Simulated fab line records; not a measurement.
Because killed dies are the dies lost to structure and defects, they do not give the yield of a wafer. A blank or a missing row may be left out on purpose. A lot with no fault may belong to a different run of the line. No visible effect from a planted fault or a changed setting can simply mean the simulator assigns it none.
Split-lot study ; flow rit-cmos ; 21 wafers read across 5 lots, on a route 202 steps long

## ON THE SPLIT
At RIT_M1_METAL_ETCH_12 (etches Al in Cl2/BCl3, stops on SiO2, time 165 s, target depth 600 nm), the setting rf-w was moved away from the recipe's 250 W on 6 of the 21 wafers read, by -3.2% to +11.0%. This setting was run at the recipe's value on the other wafers.

The split's own step is where the reading is taken.

## THE READING
NOVOLAK_of_M1_COAT_04.thk-nm (the simulator's own value, which no gauge read), in nm, at RIT_M1_METAL_ETCH_12 (etches Al in Cl2/BCl3, stops on SiO2, time 165 s, target depth 600 nm). The file does not state a usual value for it. The 15 wafers here that ran the recipe average 807.8 nm, standard deviation 4.3 nm.

wafer;tool, chamber at the split;rf-w as run, W;against the recipe;NOVOLAK_of_M1_COAT_04.thk-nm, nm;against lot-mates on the recipe
L075.2;rie-metal-01, 1;250;recipe;806.7;-
L075.3;rie-metal-01, 1;250;recipe;806;-
L075.4;rie-metal-01, 1;250;recipe;805.6;-
L075.5;rie-metal-01, 1;277.6;+11.0%;772.2;-33.9
L075.6;rie-metal-01, 1;277.6;+11.0%;772.6;-33.5
L077.1;rie-metal-03, 0;250;recipe;803.2;-
L077.3;rie-metal-03, 0;250;recipe;804.4;-
L077.4;rie-metal-03, 1;250;recipe;808.4;-
L077.5;rie-metal-03, 0;250;recipe;801.9;-
L077.6;rie-metal-03, 1;250;recipe;809.7;-
L078.1;rie-metal-01, 0;250;recipe;810.9;-
L078.2;rie-metal-01, 1;250;recipe;813.7;-
L078.3;rie-metal-01, 0;241.9;-3.2%;822.3;+10.0
L081.1;rie-metal-01, 0;250;recipe;815.7;-
L081.5;rie-metal-01, 1;250;recipe;811.4;-
L081.6;rie-metal-01, 0;250;recipe;813.2;-
L085.1;rie-metal-02, 0;271.3;+8.5%;772.7;-30.5
L085.2;rie-metal-02, 1;271.3;+8.5%;777;-26.2
L085.3;rie-metal-02, 0;250;recipe;803.7;-
L085.5;rie-metal-02, 0;271.3;+8.5%;774.8;-28.5
L085.6;rie-metal-02, 1;250;recipe;802.8;-

FIT RESULTS
A straight line over all 21 wafers: NOVOLAK_of_M1_COAT_04.thk-nm changes by -3.55 nm for each +1% of rf-w; r = -0.97; the points scatter about the line by 4.2 nm.
The same after taking each lot's own level away (the mean of its wafers on the recipe; 21 wafers): -3.18 nm for each +1%; r = -0.99; scatter 2 nm.
On that fit, the largest move of rf-w shifts the reading by 35 nm.
The lots' own levels span 803.25 to 813.43 nm, that is 2.4 times the standard deviation above.
So the slope is not independent of the lot-to-lot level: the two fits are not the same.
Check: with one of the wafers moved furthest among these (+11.0%) left out of the fit, the line predicts -35.6 nm for it against its lot-mates. It came out at -33.9 nm against them.

## THESE WAFERS: OTHER SPLITS
Note: prior to the reading, these wafers also went through further splits. Each is held against what the fit with the lots' levels taken away leaves over:
other split on the same wafers;wafers away from the commonest value;r with NOVOLAK_of_M1_COAT_04.thk-nm (lot level and that fit taken away)
RIT_GATE_DEVELOP_15 dev-temp-c;10;+0.22
RIT_NSD_IMPLANT_08 energy-kev;8;+0.06
RIT_PSD_IMPLANT_08 energy-kev;6;-0.01
RIT_CONTACT_CVD_00 time-s;7;-0.03
RIT_CONTACT_DEVELOP_07 develop-time-s;10;+0.30
RIT_M1_SPUTTER_00 power-w;4;-0.14

## FILE'S OWN FIT
NOVOLAK_of_M1_COAT_04.thk-nm changes by -3.16 nm for each +1% of rf-w, r = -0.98.
